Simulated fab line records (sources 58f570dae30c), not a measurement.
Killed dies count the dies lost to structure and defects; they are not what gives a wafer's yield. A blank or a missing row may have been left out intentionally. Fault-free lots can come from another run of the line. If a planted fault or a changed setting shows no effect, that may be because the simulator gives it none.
A lot that was struck, set against a sound lot / flow berkeley cmos170 / 44 out of 331 route steps
Sound: wafers L560.3, L560.5, L560.6. Struck: wafers L568.2, L568.4, L568.5. The cause is given at the end.
Each step with rows lists, per side, the tool, then ch with its chambers, then its first start. Under that, the readings that differ: sound wafers / struck wafers / difference of the means / sigmas: that difference in standard deviations of wafers without a fault.
alike: readings whose means differ by less than 2 such deviations, and words and numbers that are the same on both sides. not compared: withheld readings, readings that some wafer has no value for, bounds like >300 that may hide the same value, and numbers for which the record gives no deviation and whose values overlap.
Wherever a step has rows on one side only, a row that says differs or no value, or a row with sigmas, the two part there. When numbers do not overlap yet have no deviation, they are printed without sigmas and do not part them. A reading missing from all wafers of one side parts the sides only when that side holds two or more wafers.

UCB170_PLDD_STRIP_10: strips in O2.
  sound on plasma asher-03 ch 0,1, day 7 05:24; struck on plasma asher-01 ch 0, day 7 22:34
  alike: drypump motor current A, o2 flow sccm, oes product au, strip time to endpoint s
  not compared: rf hours counter h
UCB170_PLDD_TW_MEAS_11:
  sound on film metro-02, day 7 05:29; struck on film metro-01, day 7 22:41
reading=PLDD_TW; sound=995 999 1004; struck=1010 1012 1009; difference=+11; sigmas=+2
then, 7 steps without rows for these wafers: UCB170_PLDD_CLEAN_12 (cleans in SPM, time 600 s); UCB170_NLDD_HMDS_00 (prime time 60 s); UCB170_NLDD_COAT_01 (resist thk 900 nm); UCB170_NLDD_SOFTBAKE_02 (time 60 s); UCB170_NLDD_EXPOSE_03 (exposes mask NSELECT, target cd 1200 nm); UCB170_NLDD_PEB_04; UCB170_NLDD_DEVELOP_05 (develop time 45 s).
UCB170_NLDD_CD_MEAS_06: the cd target is 1200 nm.
  sound on cd sem-01, day 7 07:39; struck on cd sem-02, day 7 23:46
  alike: cd nm
UCB170_NLDD_OVL_MEAS_07:
  sound on overlay-02, day 7 07:44; struck on overlay-01, day 7 23:53
  alike: NLDD_OVL
after that, 1 step had no rows for these wafers: UCB170_NLDD_IMPLANT_08.
UCB170_NLDD_IMPLANT_09:
  sound on implanter-02 ch 0, day 7 07:58; struck on implanter-04 ch 0, day 8 00:25
UCB170_NLDD_STRIP_10: strips in O2.
  sound on plasma asher-03 ch 0,1, day 7 08:06; struck on plasma asher-01 ch 0,1, day 8 00:32
  alike: drypump motor current A, o2 flow sccm, oes product au, strip time to endpoint s
  not compared: rf hours counter h
UCB170_NLDD_TW_MEAS_11:
  sound on film metro-03, day 7 08:11; struck on film metro-03, day 8 00:38
reading=NLDD_TW; sound=2218 2199 2218; struck=2437 2453 2428; difference=+228; sigmas=+21
then, 1 step without rows for these wafers: UCB170_NLDD_CLEAN_12 (cleans in SPM, time 600 s).
UCB170_SPACER_CVD_00: deposits SiO2 from TEOS/O2, target thk 376 nm, time 47 s.
  sound on pecvd-04 ch 0,1,2, day 7 08:24; struck on pecvd-03 ch 0,1, day 8 02:48
  alike: heater power w
UCB170_SPACER_THK_MEAS_01:
  sound on film metro-03, day 7 08:28; struck on film metro-01, day 8 02:51
  alike: SPACER_TEOS_THK
then, 1 step without rows for these wafers: UCB170_SPACER_ANNEAL_02 (time 1800 s).
UCB170_SPACER_ETCHBACK_03: etches SiO2 in CHF3/CF4/Ar, stops on Si, target depth 376 nm, time 100 s.
  sound on rie diel-02 ch 0,3, day 7 11:52; struck on rie diel-02 ch 1,2,3, day 8 07:47
  alike: cf4 flow sccm, drypump motor current A, oes product au, throttle valve pct
  not compared: rf hours counter h
then, 6 steps without rows for these wafers: UCB170_PSD_HMDS_00 (prime time 60 s); UCB170_PSD_COAT_01 (resist thk 900 nm); UCB170_PSD_SOFTBAKE_02 (time 60 s); UCB170_PSD_EXPOSE_03 (exposes mask PSELECT MOD, target cd 1200 nm); UCB170_PSD_PEB_04; UCB170_PSD_DEVELOP_05 (develop time 45 s).
UCB170_PSD_CD_MEAS_06: the cd target is 1200 nm.
  sound on cd sem-01, day 7 13:10; struck on cd sem-02, day 8 08:43
  alike: cd nm
UCB170_PSD_OVL_MEAS_07:
  sound on overlay-02, day 7 13:15; struck on overlay-02, day 8 08:50
  alike: PSD_OVL
after that, 1 step had no rows for these wafers: UCB170_PSD_IMPLANT_08.
UCB170_PSD_STRIP_09: strips in O2.
  sound on plasma asher-04 ch 0,1, day 7 13:28; struck on plasma asher-02 ch 0,1, day 8 09:01
  alike: drypump motor current A, o2 flow sccm, oes product au, strip time to endpoint s
  not compared: rf hours counter h
UCB170_PSD_TW_MEAS_10:
  sound on film metro-02, day 7 13:33; struck on film metro-03, day 8 09:07
  alike: PSD_TW
then, 7 steps without rows for these wafers: UCB170_PSD_CLEAN_11 (cleans in SPM, time 600 s); UCB170_NSD_HMDS_00 (prime time 60 s); UCB170_NSD_COAT_01 (resist thk 900 nm); UCB170_NSD_SOFTBAKE_02 (time 60 s); UCB170_NSD_EXPOSE_03 (exposes mask NSELECT MOD, target cd 1200 nm); UCB170_NSD_PEB_04; UCB170_NSD_DEVELOP_05 (develop time 45 s).
UCB170_NSD_CD_MEAS_06: the cd target is 1200 nm.
  sound on cd sem-02, day 7 14:46; struck on cd sem-02, day 8 10:20
  alike: cd nm
UCB170_NSD_OVL_MEAS_07:
  sound on overlay-02, day 7 14:52; struck on overlay-02, day 8 10:26
  alike: NSD_OVL
then, 2 steps without rows for these wafers: UCB170_NSD_IMPLANT_08; UCB170_NSD_STRIP_09 (strips in O2).
UCB170_SDANNEAL_RS_MEAS_05: the measuring method here is four-point-probe.
  sound on film metro-01, day 7 16:45; struck on film metro-03, day 8 12:32
reading=NLDD_RS (ohm/sq); sound=616.4 616.1 615.3; struck=464.0 465.1 464.3; difference=-151.5; sigmas=-95
UCB170_M3_PROBE_99:
  rows exist in the record for the struck wafers here (prober-01, day 9 15:23), but not for the sound ones

WHERE THEY PART
First at UCB170_PLDD_TW_MEAS_11; last, within this record, at UCB170_M3_PROBE_99.

WHY: what the simulator had put in
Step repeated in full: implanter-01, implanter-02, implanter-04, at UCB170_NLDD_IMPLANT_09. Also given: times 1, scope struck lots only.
